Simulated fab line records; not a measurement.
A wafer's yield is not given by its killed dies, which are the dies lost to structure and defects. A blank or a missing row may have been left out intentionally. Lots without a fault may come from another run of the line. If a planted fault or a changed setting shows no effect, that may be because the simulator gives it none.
The tool behind it: which one? || flow berkeley_cmos170 || 14 lots with 42 wafers sampled at 7 steps, on a route of 331 steps

## WHAT EACH GAUGE READ, for each wafer
UCB170_PSD_OVL_MEAS_07. Usual: PSD_OVL gives 4 nm (standard deviation 4.9).
{"lot": "L199", "measured": "day 8 18:58", "on": "overlay-01", "PSD_OVL (nm)": "-2 3 7", "flag": ""}
{"lot": "L200", "measured": "day 8 18:40", "on": "overlay-02", "PSD_OVL (nm)": "7 -2 6", "flag": ""}
{"lot": "L202", "measured": "day 9 06:23", "on": "overlay-01", "PSD_OVL (nm)": "-2 -2 -2", "flag": ""}
{"lot": "L203", "measured": "day 9 06:14", "on": "overlay-01", "PSD_OVL (nm)": "12 5 11", "flag": ""}
{"lot": "L204", "measured": "day 9 06:38", "on": "overlay-01", "PSD_OVL (nm)": "2 0 -3", "flag": ""}
{"lot": "L205", "measured": "day 10 02:41", "on": "overlay-02", "PSD_OVL (nm)": "2 -4 -3", "flag": ""}
{"lot": "L207", "measured": "day 10 03:17", "on": "overlay-01", "PSD_OVL (nm)": "8 10 13", "flag": ""}
{"lot": "L206", "measured": "day 10 03:02", "on": "overlay-02", "PSD_OVL (nm)": "-7 -7 -3", "flag": ""}
{"lot": "L209", "measured": "day 10 06:52", "on": "overlay-01", "PSD_OVL (nm)": "5 3 9", "flag": ""}
{"lot": "L211", "measured": "day 11 05:44", "on": "overlay-01", "PSD_OVL (nm)": "4 -3 7", "flag": ""}
{"lot": "L213", "measured": "day 11 13:26", "on": "overlay-01", "PSD_OVL (nm)": "-1 4 5", "flag": ""}
{"lot": "L214", "measured": "day 11 22:27", "on": "overlay-02", "PSD_OVL (nm)": "-5 -5 -2", "flag": ""}
{"lot": "L219", "measured": "day 12 23:55", "on": "overlay-01", "PSD_OVL (nm)": "0 7 14", "flag": ""}
{"lot": "L220", "measured": "day 12 23:58", "on": "overlay-02", "PSD_OVL (nm)": "2 4 -3", "flag": ""}

UCB170_NSD_TW_MEAS_10. Usual: NSD_TW gives 4200 (standard deviation 59).
{"lot": "L199", "measured": "day 8 21:36", "on": "film_metro-02", "NSD_TW": "4136 4125 4119", "flag": ""}
{"lot": "L200", "measured": "day 8 21:02", "on": "film_metro-03", "NSD_TW": "4138 4126 4148", "flag": ""}
{"lot": "L202", "measured": "day 9 08:28", "on": "film_metro-03", "NSD_TW": "4182 4179 4194", "flag": ""}
{"lot": "L203", "measured": "day 9 08:17", "on": "film_metro-04", "NSD_TW": "4301 4264 4296", "flag": ""}
{"lot": "L204", "measured": "day 9 08:43", "on": "film_metro-02", "NSD_TW": "4108 4119 4112", "flag": ""}
{"lot": "L205", "measured": "day 10 05:24", "on": "film_metro-03", "NSD_TW": "4178 4166 4154", "flag": ""}
{"lot": "L207", "measured": "day 10 06:26", "on": "film_metro-04", "NSD_TW": "4252 4287 4275", "flag": ""}
{"lot": "L206", "measured": "day 10 06:12", "on": "film_metro-03", "NSD_TW": "4135 4168 4178", "flag": ""}
{"lot": "L209", "measured": "day 10 09:13", "on": "film_metro-04", "NSD_TW": "4229 4247 4255", "flag": ""}
{"lot": "L211", "measured": "day 11 08:49", "on": "film_metro-03", "NSD_TW": "4526 4541 4510 4539 4500 4551", "flag": "OFF"}
{"lot": "L213", "measured": "day 11 15:19", "on": "film_metro-03", "NSD_TW": "4533 4531 4545 4532 4537 4529", "flag": "OFF"}
{"lot": "L214", "measured": "day 12 00:56", "on": "film_metro-03", "NSD_TW": "4160 4159 4164", "flag": ""}
{"lot": "L219", "measured": "day 13 03:24", "on": "film_metro-02", "NSD_TW": "4184 4183 4179", "flag": ""}
{"lot": "L220", "measured": "day 13 03:45", "on": "film_metro-04", "NSD_TW": "4249 4254 4253", "flag": ""}

UCB170_SDANNEAL_RS_MEAS_03: uses a four-point probe to measure. Usual: NSD_RS gives 36.96 ohm/sq (standard deviation 0.069).
{"lot": "L199", "measured": "day 8 23:06", "on": "film_metro-02", "NSD_RS (ohm/sq)": "36.83 36.90 36.89", "flag": ""}
{"lot": "L200", "measured": "day 8 22:25", "on": "film_metro-02", "NSD_RS (ohm/sq)": "36.90 36.97 36.95", "flag": ""}
{"lot": "L202", "measured": "day 9 09:43", "on": "film_metro-03", "NSD_RS (ohm/sq)": "36.95 36.96 36.97", "flag": ""}
{"lot": "L203", "measured": "day 9 09:31", "on": "film_metro-02", "NSD_RS (ohm/sq)": "37.03 36.99 37.10", "flag": ""}
{"lot": "L204", "measured": "day 9 09:59", "on": "film_metro-04", "NSD_RS (ohm/sq)": "37.01 37.03 36.80", "flag": ""}
{"lot": "L205", "measured": "day 10 06:41", "on": "film_metro-03", "NSD_RS (ohm/sq)": "37.01 36.89 36.93", "flag": ""}
{"lot": "L207", "measured": "day 10 07:55", "on": "film_metro-02", "NSD_RS (ohm/sq)": "36.85 36.93 36.92", "flag": ""}
{"lot": "L206", "measured": "day 10 07:56", "on": "film_metro-04", "NSD_RS (ohm/sq)": "37.04 37.00 36.97", "flag": ""}
{"lot": "L209", "measured": "day 10 10:29", "on": "film_metro-04", "NSD_RS (ohm/sq)": "36.89 36.99 36.88", "flag": ""}
{"lot": "L211", "measured": "day 11 18:25", "on": "film_metro-04", "NSD_RS (ohm/sq)": "33.84 33.92 33.81 33.86 33.87 33.91", "flag": "OFF"}
{"lot": "L213", "measured": "day 11 18:41", "on": "film_metro-03", "NSD_RS (ohm/sq)": "33.89 33.85 33.83 33.89 33.87 33.84", "flag": "OFF"}
{"lot": "L214", "measured": "day 12 03:05", "on": "film_metro-02", "NSD_RS (ohm/sq)": "36.92 36.92 37.00", "flag": ""}
{"lot": "L219", "measured": "day 13 04:39", "on": "film_metro-03", "NSD_RS (ohm/sq)": "37.07 37.07 37.03", "flag": ""}
{"lot": "L220", "measured": "day 13 05:17", "on": "film_metro-03", "NSD_RS (ohm/sq)": "36.89 36.87 36.85", "flag": ""}

## WHAT TOOL EACH LOT RAN ON (gives the tool, then ch and the chambers of the sampled wafers, and finally the start)
{"lot": "L199", "UCB170_GATE_STRIP_16": "plasma_asher-03 ch 0,1, day 8 07:23", "UCB170_NSD_IMPLANT_08": "implanter-04 ch 0, day 8 21:21", "UCB170_NSD_STRIP_09": "plasma_asher-01 ch 0,1, day 8 21:30", "UCB170_SDANNEAL_RTA_00": "rtp_anneal-02 ch 0, day 8 22:51"}
{"lot": "L200", "UCB170_GATE_STRIP_16": "plasma_asher-01 ch 0,1, day 8 07:29", "UCB170_NSD_IMPLANT_08": "implanter-04 ch 0, day 8 20:47", "UCB170_NSD_STRIP_09": "plasma_asher-03 ch 0,1, day 8 20:56", "UCB170_SDANNEAL_RTA_00": "rtp_anneal-02 ch 0, day 8 22:10"}
{"lot": "L202", "UCB170_GATE_STRIP_16": "plasma_asher-04 ch 0,1, day 8 13:55", "UCB170_NSD_IMPLANT_08": "implanter-02 ch 0, day 9 08:15", "UCB170_NSD_STRIP_09": "plasma_asher-01 ch 0,1, day 9 08:23", "UCB170_SDANNEAL_RTA_00": "rtp_anneal-01 ch 0, day 9 09:27"}
{"lot": "L203", "UCB170_GATE_STRIP_16": "plasma_asher-03 ch 0,1, day 8 22:26", "UCB170_NSD_IMPLANT_08": "implanter-04 ch 0, day 9 08:02", "UCB170_NSD_STRIP_09": "plasma_asher-04 ch 0,1, day 9 08:11", "UCB170_SDANNEAL_RTA_00": "rtp_anneal-02 ch 0, day 9 09:17"}
{"lot": "L204", "UCB170_GATE_STRIP_16": "plasma_asher-04 ch 0,1, day 8 22:35", "UCB170_NSD_IMPLANT_08": "implanter-03 ch 0, day 9 08:29", "UCB170_NSD_STRIP_09": "plasma_asher-03 ch 0,1, day 9 08:37", "UCB170_SDANNEAL_RTA_00": "rtp_anneal-02 ch 0, day 9 09:42"}
{"lot": "L205", "UCB170_GATE_STRIP_16": "plasma_asher-04 ch 0, day 9 15:13", "UCB170_NSD_IMPLANT_08": "implanter-02 ch 0, day 10 05:10", "UCB170_NSD_STRIP_09": "plasma_asher-04 ch 0,1, day 10 05:17", "UCB170_SDANNEAL_RTA_00": "rtp_anneal-01 ch 0, day 10 06:26"}
{"lot": "L207", "UCB170_GATE_STRIP_16": "plasma_asher-01 ch 0,1, day 9 15:49", "UCB170_NSD_IMPLANT_08": "implanter-02 ch 0, day 10 06:11", "UCB170_NSD_STRIP_09": "plasma_asher-01 ch 0,1, day 10 06:20", "UCB170_SDANNEAL_RTA_00": "rtp_anneal-01 ch 0, day 10 07:40"}
{"lot": "L206", "UCB170_GATE_STRIP_16": "plasma_asher-04 ch 0,1, day 9 15:56", "UCB170_NSD_IMPLANT_08": "implanter-03 ch 0, day 10 05:58", "UCB170_NSD_STRIP_09": "plasma_asher-03 ch 0,1, day 10 06:05", "UCB170_SDANNEAL_RTA_00": "rtp_anneal-02 ch 0, day 10 07:41"}
{"lot": "L209", "UCB170_GATE_STRIP_16": "plasma_asher-01 ch 0,1, day 9 18:50", "UCB170_NSD_IMPLANT_08": "implanter-02 ch 0, day 10 08:58", "UCB170_NSD_STRIP_09": "plasma_asher-03 ch 0,1, day 10 09:07", "UCB170_SDANNEAL_RTA_00": "rtp_anneal-01 ch 0, day 10 10:15"}
{"lot": "L211", "UCB170_GATE_STRIP_16": "plasma_asher-03 ch 0,1, day 10 16:56", "UCB170_NSD_IMPLANT_08": "implanter-02 ch 0, day 11 08:34", "UCB170_NSD_STRIP_09": "plasma_asher-03 ch 0,1, day 11 08:42", "UCB170_SDANNEAL_RTA_00": "rtp_anneal-01 ch 0, day 11 17:43"}
{"lot": "L213", "UCB170_GATE_STRIP_16": "plasma_asher-04 ch 0,1, day 11 00:03", "UCB170_NSD_IMPLANT_08": "implanter-02 ch 0, day 11 15:04", "UCB170_NSD_STRIP_09": "plasma_asher-04 ch 0,1, day 11 15:12", "UCB170_SDANNEAL_RTA_00": "rtp_anneal-01 ch 0, day 11 17:55"}
{"lot": "L214", "UCB170_GATE_STRIP_16": "plasma_asher-04 ch 0,1, day 11 07:46", "UCB170_NSD_IMPLANT_08": "implanter-03 ch 0, day 12 00:43", "UCB170_NSD_STRIP_09": "plasma_asher-03 ch 0,1, day 12 00:50", "UCB170_SDANNEAL_RTA_00": "rtp_anneal-01 ch 0, day 12 02:43"}
{"lot": "L219", "UCB170_GATE_STRIP_16": "plasma_asher-04 ch 0,1, day 12 07:38", "UCB170_NSD_IMPLANT_08": "implanter-03 ch 0, day 13 03:11", "UCB170_NSD_STRIP_09": "plasma_asher-04 ch 0,1, day 13 03:19", "UCB170_SDANNEAL_RTA_00": "rtp_anneal-01 ch 0, day 13 04:23"}
{"lot": "L220", "UCB170_GATE_STRIP_16": "plasma_asher-01 ch 0, day 12 07:56", "UCB170_NSD_IMPLANT_08": "implanter-03 ch 0, day 13 03:31", "UCB170_NSD_STRIP_09": "plasma_asher-04 ch 0,1, day 13 03:38", "UCB170_SDANNEAL_RTA_00": "rtp_anneal-01 ch 0, day 13 05:02"}
- UCB170_GATE_STRIP_16: strips in O2.
- UCB170_NSD_IMPLANT_08
- UCB170_NSD_STRIP_09: strips in O2.
- UCB170_SDANNEAL_RTA_00: time 10 s.

## AS READ BY THE TOOLS THEMSELVES (means over the sampled wafers that have a number; for cases with no such wafer, the mark the record gives instead)
UCB170_GATE_STRIP_16. Usual: drypump_motor_current_A 5.3 A, standard deviation 0.42; oes_product_au 0.724 a.u., standard deviation 0.0046.
{"lot": "L199", "tool": "plasma_asher-03", "drypump_motor_current_A (A)": 5.5, "oes_product_au (a.u.)": 0.720, "flag": ""}
{"lot": "L200", "tool": "plasma_asher-01", "drypump_motor_current_A (A)": 5.5, "oes_product_au (a.u.)": 0.725, "flag": ""}
{"lot": "L202", "tool": "plasma_asher-04", "drypump_motor_current_A (A)": 5.2, "oes_product_au (a.u.)": 0.725, "flag": ""}
{"lot": "L203", "tool": "plasma_asher-03", "drypump_motor_current_A (A)": 5.5, "oes_product_au (a.u.)": 0.724, "flag": ""}
{"lot": "L204", "tool": "plasma_asher-04", "drypump_motor_current_A (A)": 5.1, "oes_product_au (a.u.)": 0.720, "flag": ""}
{"lot": "L205", "tool": "plasma_asher-04", "drypump_motor_current_A (A)": 4.9, "oes_product_au (a.u.)": 0.721, "flag": ""}
{"lot": "L207", "tool": "plasma_asher-01", "drypump_motor_current_A (A)": 5.4, "oes_product_au (a.u.)": 0.731, "flag": ""}
{"lot": "L206", "tool": "plasma_asher-04", "drypump_motor_current_A (A)": 5.1, "oes_product_au (a.u.)": 0.723, "flag": ""}
{"lot": "L209", "tool": "plasma_asher-01", "drypump_motor_current_A (A)": 5.6, "oes_product_au (a.u.)": 0.722, "flag": ""}
{"lot": "L211", "tool": "plasma_asher-03", "drypump_motor_current_A (A)": 5.6, "oes_product_au (a.u.)": 0.726, "flag": ""}
{"lot": "L213", "tool": "plasma_asher-04", "drypump_motor_current_A (A)": 5.1, "oes_product_au (a.u.)": 0.722, "flag": ""}
{"lot": "L214", "tool": "plasma_asher-04", "drypump_motor_current_A (A)": 5.1, "oes_product_au (a.u.)": 0.726, "flag": ""}
{"lot": "L219", "tool": "plasma_asher-04", "drypump_motor_current_A (A)": 5.2, "oes_product_au (a.u.)": 0.729, "flag": ""}
{"lot": "L220", "tool": "plasma_asher-01", "drypump_motor_current_A (A)": 5.7, "oes_product_au (a.u.)": 0.724, "flag": ""}

UCB170_NSD_IMPLANT_08. Usual: beam_energy_keV at 40.000, with a standard deviation of 0.013.
{"lot": "L199", "tool": "implanter-04", "beam_energy_keV": 40.001, "flag": ""}
{"lot": "L200", "tool": "implanter-04", "beam_energy_keV": 39.992, "flag": ""}
{"lot": "L202", "tool": "implanter-02", "beam_energy_keV": 39.997, "flag": ""}
{"lot": "L203", "tool": "implanter-04", "beam_energy_keV": 39.991, "flag": ""}
{"lot": "L204", "tool": "implanter-03", "beam_energy_keV": 40.004, "flag": ""}
{"lot": "L205", "tool": "implanter-02", "beam_energy_keV": 39.990, "flag": ""}
{"lot": "L207", "tool": "implanter-02", "beam_energy_keV": 40.010, "flag": ""}
{"lot": "L206", "tool": "implanter-03", "beam_energy_keV": 40.004, "flag": ""}
{"lot": "L209", "tool": "implanter-02", "beam_energy_keV": 40.002, "flag": ""}
{"lot": "L211", "tool": "implanter-02", "beam_energy_keV": 53.999, "flag": "OFF"}
{"lot": "L213", "tool": "implanter-02", "beam_energy_keV": 53.987, "flag": "OFF"}
{"lot": "L214", "tool": "implanter-03", "beam_energy_keV": 39.984, "flag": ""}
{"lot": "L219", "tool": "implanter-03", "beam_energy_keV": 40.005, "flag": ""}
{"lot": "L220", "tool": "implanter-03", "beam_energy_keV": 40.013, "flag": ""}

UCB170_NSD_STRIP_09. Usual: drypump_motor_current_A 5.3 A, standard deviation 0.46; oes_product_au 0.532 a.u., standard deviation 0.0048; strip_time_to_endpoint_s 36.04 s, standard deviation 0.077.
{"lot": "L199", "tool": "plasma_asher-01", "drypump_motor_current_A (A)": 5.6, "oes_product_au (a.u.)": 0.529, "strip_time_to_endpoint_s (s)": 36.05, "flag": ""}
{"lot": "L200", "tool": "plasma_asher-03", "drypump_motor_current_A (A)": 5.6, "oes_product_au (a.u.)": 0.530, "strip_time_to_endpoint_s (s)": 35.91, "flag": ""}
{"lot": "L202", "tool": "plasma_asher-01", "drypump_motor_current_A (A)": 5.4, "oes_product_au (a.u.)": 0.533, "strip_time_to_endpoint_s (s)": 36.17, "flag": ""}
{"lot": "L203", "tool": "plasma_asher-04", "drypump_motor_current_A (A)": 5.0, "oes_product_au (a.u.)": 0.533, "strip_time_to_endpoint_s (s)": 36.04, "flag": ""}
{"lot": "L204", "tool": "plasma_asher-03", "drypump_motor_current_A (A)": 5.1, "oes_product_au (a.u.)": 0.532, "strip_time_to_endpoint_s (s)": 35.98, "flag": ""}
{"lot": "L205", "tool": "plasma_asher-04", "drypump_motor_current_A (A)": 5.1, "oes_product_au (a.u.)": 0.533, "strip_time_to_endpoint_s (s)": 36.06, "flag": ""}
{"lot": "L207", "tool": "plasma_asher-01", "drypump_motor_current_A (A)": 5.4, "oes_product_au (a.u.)": 0.535, "strip_time_to_endpoint_s (s)": 36.00, "flag": ""}
{"lot": "L206", "tool": "plasma_asher-03", "drypump_motor_current_A (A)": 5.1, "oes_product_au (a.u.)": 0.533, "strip_time_to_endpoint_s (s)": 36.09, "flag": ""}
{"lot": "L209", "tool": "plasma_asher-03", "drypump_motor_current_A (A)": 5.5, "oes_product_au (a.u.)": 0.531, "strip_time_to_endpoint_s (s)": 35.97, "flag": ""}
{"lot": "L211", "tool": "plasma_asher-03", "drypump_motor_current_A (A)": 5.1, "oes_product_au (a.u.)": 0.495, "strip_time_to_endpoint_s (s)": 41.09, "flag": "OFF"}
{"lot": "L213", "tool": "plasma_asher-04", "drypump_motor_current_A (A)": 5.2, "oes_product_au (a.u.)": 0.491, "strip_time_to_endpoint_s (s)": 41.14, "flag": "OFF"}
{"lot": "L214", "tool": "plasma_asher-03", "drypump_motor_current_A (A)": 5.5, "oes_product_au (a.u.)": 0.528, "strip_time_to_endpoint_s (s)": 36.00, "flag": ""}
{"lot": "L219", "tool": "plasma_asher-04", "drypump_motor_current_A (A)": 5.2, "oes_product_au (a.u.)": 0.531, "strip_time_to_endpoint_s (s)": 36.01, "flag": ""}
{"lot": "L220", "tool": "plasma_asher-04", "drypump_motor_current_A (A)": 5.1, "oes_product_au (a.u.)": 0.531, "strip_time_to_endpoint_s (s)": 36.06, "flag": ""}

UCB170_SDANNEAL_RTA_00. Usual: lamp_power_pct 26.7 %, standard deviation 1.6; wafer_temp_C_max 904.1, standard deviation 0.85.
{"lot": "L199", "tool": "rtp_anneal-02", "lamp_power_pct (%)": 28.6, "wafer_temp_C_max": 903.6, "flag": ""}
{"lot": "L200", "tool": "rtp_anneal-02", "lamp_power_pct (%)": 28.6, "wafer_temp_C_max": 903.7, "flag": ""}
{"lot": "L202", "tool": "rtp_anneal-01", "lamp_power_pct (%)": 25.3, "wafer_temp_C_max": 903.6, "flag": ""}
{"lot": "L203", "tool": "rtp_anneal-02", "lamp_power_pct (%)": 28.6, "wafer_temp_C_max": 903.4, "flag": ""}
{"lot": "L204", "tool": "rtp_anneal-02", "lamp_power_pct (%)": 28.6, "wafer_temp_C_max": 904.5, "flag": ""}
{"lot": "L205", "tool": "rtp_anneal-01", "lamp_power_pct (%)": 25.3, "wafer_temp_C_max": 904.5, "flag": ""}
{"lot": "L207", "tool": "rtp_anneal-01", "lamp_power_pct (%)": 25.3, "wafer_temp_C_max": 903.5, "flag": ""}
{"lot": "L206", "tool": "rtp_anneal-02", "lamp_power_pct (%)": 28.6, "wafer_temp_C_max": 904.8, "flag": ""}
{"lot": "L209", "tool": "rtp_anneal-01", "lamp_power_pct (%)": 25.3, "wafer_temp_C_max": 902.9, "flag": ""}
{"lot": "L211", "tool": "rtp_anneal-01", "lamp_power_pct (%)": 25.3, "wafer_temp_C_max": 904.9, "flag": ""}
{"lot": "L213", "tool": "rtp_anneal-01", "lamp_power_pct (%)": 25.3, "wafer_temp_C_max": 904.2, "flag": ""}
{"lot": "L214", "tool": "rtp_anneal-01", "lamp_power_pct (%)": 25.3, "wafer_temp_C_max": 904.1, "flag": ""}
{"lot": "L219", "tool": "rtp_anneal-01", "lamp_power_pct (%)": 25.3, "wafer_temp_C_max": 905.0, "flag": ""}
{"lot": "L220", "tool": "rtp_anneal-01", "lamp_power_pct (%)": 25.3, "wafer_temp_C_max": 904.2, "flag": ""}

## THE ANSWER, worked out from the rows above alone
Rule: a lot counts as off when the mean over its wafers that have a number is more than 3 standard deviations away from the usual mean. A lot without any number at a reading at which 4 lots or more have one is off too. The other lots that the step has rows for count as sound. After the gauges, taken in route order, come the tools' own readings; for these a lot's mean is taken, as printed above. The first step at which some lot is off is used, and at that step the reading that is off furthest; a lot without a number counts as furthest.
Off: at UCB170_NSD_TW_MEAS_10 (NSD_TW), L211, L213.
A tool fits if, at a process step before that reading, it ran every lot that is off, and no sound lot after the first of them. Not tried: the gauges at UCB170_NSD_TW_MEAS_10; whatever is off there is also off at UCB170_NSD_IMPLANT_08, on other tools, and gauge error can't account for it. One fits: implanter-02 at UCB170_NSD_IMPLANT_08. Its last sound lot is L209 (day 10 08:58), its first lot that is off L211 (day 11 08:34): a fault that began between those two fits.
On the lots that are off, the tool's own readings at UCB170_NSD_IMPLANT_08 differ by more than 5 times the standard deviation of the sound lots' means, which bears it out; beam_energy_keV reads 53.993 there versus 39.999 on the sound lots.

## WHAT THE SIMULATOR PUT IN
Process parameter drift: implanter-02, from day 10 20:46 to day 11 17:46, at UCB170_NSD_IMPLANT_08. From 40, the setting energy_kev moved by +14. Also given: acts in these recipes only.
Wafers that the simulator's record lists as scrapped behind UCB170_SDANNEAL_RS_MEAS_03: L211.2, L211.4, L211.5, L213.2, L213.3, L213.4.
Shown lots that were struck: L211, L213. The same result came from the rule above.
